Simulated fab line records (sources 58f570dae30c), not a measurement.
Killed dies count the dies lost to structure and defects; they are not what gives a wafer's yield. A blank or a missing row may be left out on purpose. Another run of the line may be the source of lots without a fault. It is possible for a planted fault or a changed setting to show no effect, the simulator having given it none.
What tool caused it?	flow berkeleyCmos170	15 lots, 45 wafers sampled, at 4 steps of a route of 331

== WHAT THE GAUGES SHOWED, per wafer ==
UCB170_GATE_THK_MEAS_05.
lot	measured	on	GATE_POLY_THK (nm)
L589	day 6 22:59	filmMetro-03	217.7 216.8 215.2
L590	day 7 05:20	filmMetro-02	211.5 210.9 212.5
L592	day 7 05:17	filmMetro-02	211.1 212.0 211.8
L593	day 7 05:19	filmMetro-04	210.9 211.6 212.7
L596	day 8 03:20	filmMetro-03	216.7 213.7 214.8
L598	day 8 13:56	filmMetro-02	213.1 213.4 213.5
L599	day 9 12:37	filmMetro-04	210.6 210.9 212.3
L603	day 10 00:31	filmMetro-03	216.0 215.4 214.0
L604	day 10 00:29	filmMetro-02	213.6 211.9 212.8
L607	day 10 12:40	filmMetro-04	215.9 212.5 214.0
L608	day 10 20:55	filmMetro-02	213.9 214.8 214.8
L609	day 10 20:54	filmMetro-04	212.7 213.7 213.4
L610	day 11 11:02	filmMetro-04	209.7 211.2 212.5
L611	day 11 11:02	filmMetro-02	208.6 211.3 209.3
L612	day 11 22:08	filmMetro-02	213.1 214.5 212.2

UCB170_V2_BOW_MEAS_03.
lot	measured	on	V2_BOW (um)
L589	day 8 08:34	filmMetro-02	35 43 29
L590	day 8 15:42	filmMetro-04	33 43 19
L592	day 8 12:04	filmMetro-03	37 37 39
L593	day 8 16:00	filmMetro-03	34 34 37
L596	day 9 15:10	filmMetro-02	35 36 37
L598	day 10 01:50	filmMetro-04	32 35 30
L599	day 11 01:16	filmMetro-04	41 39 35
L603	day 11 16:20	filmMetro-02	33 28 45
L604	day 11 13:27	filmMetro-03	42 33 15
L610	day 12 21:25	filmMetro-04	40 36 44
L611	day 12 19:23	filmMetro-04	36 39 33
L612	day 13 08:14	filmMetro-03	34 40 32

== WHAT TOOL EACH LOT RAN ON (gives the tool, then ch and the chambers of the sampled wafers, and finally the start) ==
lot	UCB170_NWELL_ETCH_13	UCB170_V1_DEVELOP_11
L589	rieDiel-03 ch 1,2, day 2 16:55	lithoTrack-03 ch 0, day 8 04:00
L590	rieDiel-03 ch 0,2, day 2 17:40	lithoTrack-02 ch 0, day 8 09:00
L592	rieDiel-01 ch 0,1, day 3 01:20	lithoTrack-03 ch 0, day 8 07:00
L593	rieDiel-04 ch 0,1,2, day 3 01:26	lithoTrack-04 ch 0, day 8 10:00
L596	rieDiel-01 ch 0,1,2, day 4 00:11	lithoTrack-04 ch 0, day 9 11:00
L598	rieDiel-03 ch 1,2,3, day 4 08:04	lithoTrack-02 ch 0, day 9 22:00
L599	rieDiel-01 ch 0,2,3, day 4 18:43	lithoTrack-04 ch 0, day 10 21:00
L603	rieDiel-04 ch 0,1,3, day 5 11:51	lithoTrack-03 ch 0, day 11 11:00
L604	rieDiel-03 ch 1,3, day 5 11:53	lithoTrack-03 ch 0, day 11 09:00
L607	rieDiel-03 ch 1,2,3, day 6 01:41	lithoTrack-02, day 11 18:00
L608	rieDiel-04 ch 0,1,3, day 6 10:24	lithoTrack-02, day 12 02:00
L609	rieDiel-03 ch 0,2,3, day 6 10:38	lithoTrack-02, day 12 02:00
L610	rieDiel-04 ch 1,2,3, day 6 22:26	lithoTrack-02 ch 0, day 12 17:00
L611	rieDiel-01 ch 0,2,3, day 6 22:46	lithoTrack-02 ch 0, day 12 15:00
L612	rieDiel-01 ch 1,3, day 7 09:13	lithoTrack-03 ch 0, day 13 04:00
- UCB170_NWELL_ETCH_13: etches Si3N4 in CH3F/Ar/O2, stops on SiO2, target depth 246.4 nm, time 154 s.
- UCB170_V1_DEVELOP_11: develop time 45 s.

== AS READ BY THE TOOLS THEMSELVES (means over the sampled wafers that have a number; for cases with no such wafer, the mark the record gives instead) ==
UCB170_NWELL_ETCH_13.
lot	tool	CH3F_flow_sccm (sccm)	drypumpMotorCurrentA (A)	oesProductAu (a.u.)	throttleValvePct (%)
L589	rieDiel-03	20.04	5.8	0.950	7.96
L590	rieDiel-03	19.95	5.6	0.947	7.89
L592	rieDiel-01	20.03	5.0	0.942	8.11
L593	rieDiel-04	19.95	5.7	0.943	8.04
L596	rieDiel-01	20.01	5.3	0.932	8.17
L598	rieDiel-03	20.00	6.2	0.950	8.11
L599	rieDiel-01	19.95	5.5	0.918	8.29
L603	rieDiel-04	19.97	5.8	0.929	8.09
L604	rieDiel-03	20.00	6.6	0.945	8.27
L607	rieDiel-03	20.02	6.1	0.951	8.11
L608	rieDiel-04	20.01	5.8	0.941	8.10
L609	rieDiel-03	19.97	5.9	0.945	8.04
L610	rieDiel-04	20.01	5.7	0.957	8.10
L611	rieDiel-01	20.05	5.5	0.929	8.30
L612	rieDiel-01	19.92	5.6	0.924	8.21

UCB170_V1_DEVELOP_11.
lot	tool	chillPlateTempC (C)	developerTempC (C)	exhaustPa (Pa)
L589	lithoTrack-03	22.86	21.03	45.3
L590	lithoTrack-02	22.94	21.14	44.9
L592	lithoTrack-03	22.95	21.02	45.4
L593	lithoTrack-04	22.96	21.02	44.2
L596	lithoTrack-04	22.94	20.89	44.5
L598	lithoTrack-02	23.12	20.97	46.3
L599	lithoTrack-04	22.98	21.08	45.0
L603	lithoTrack-03	23.00	20.99	44.4
L604	lithoTrack-03	23.16	20.94	45.4
L607	lithoTrack-02	-	-	-
L608	lithoTrack-02	-	-	-
L609	lithoTrack-02	-	-	-
L610	lithoTrack-02	23.10	20.90	45.0
L611	lithoTrack-02	23.08	21.06	43.8
L612	lithoTrack-03	22.98	21.08	43.9

== THE ANSWER, worked out from the rows above alone ==
Rule: usual is defined by the lots themselves. The widest of any qualifying gaps counts: lots, ordered by their means at a reading, are off when they make up no more than a third of the lots, leave a main group of 4 or more, and stand apart from it by 3 or more times the standard deviation of that group's means. A main group whose means are all the same, to the digits that the tables above print for the reading, isn't used. A lot without any number at a reading at which 4 lots or more have one is off too. The other lots that the step has rows for count as sound. After the gauges, taken in route order, come the tools' own readings; for these a lot's mean is taken, as printed above. At the first step where some lot is off, the reading lying furthest off is the one used; lots without a number count as furthest.
Off, at UCB170_V1_DEVELOP_11 on chillPlateTempC: L607, L608, L609. Without a number there: L607, L608, L609. Main group: mean 23.01 C, sd 0.085.
If a tool, at that step or one of the process steps before it, ran each lot that is off and ran no sound lot following the first of them, it fits. No candidate that was tried fits.

== WHAT THE SIMULATOR HAD PUT IN ==
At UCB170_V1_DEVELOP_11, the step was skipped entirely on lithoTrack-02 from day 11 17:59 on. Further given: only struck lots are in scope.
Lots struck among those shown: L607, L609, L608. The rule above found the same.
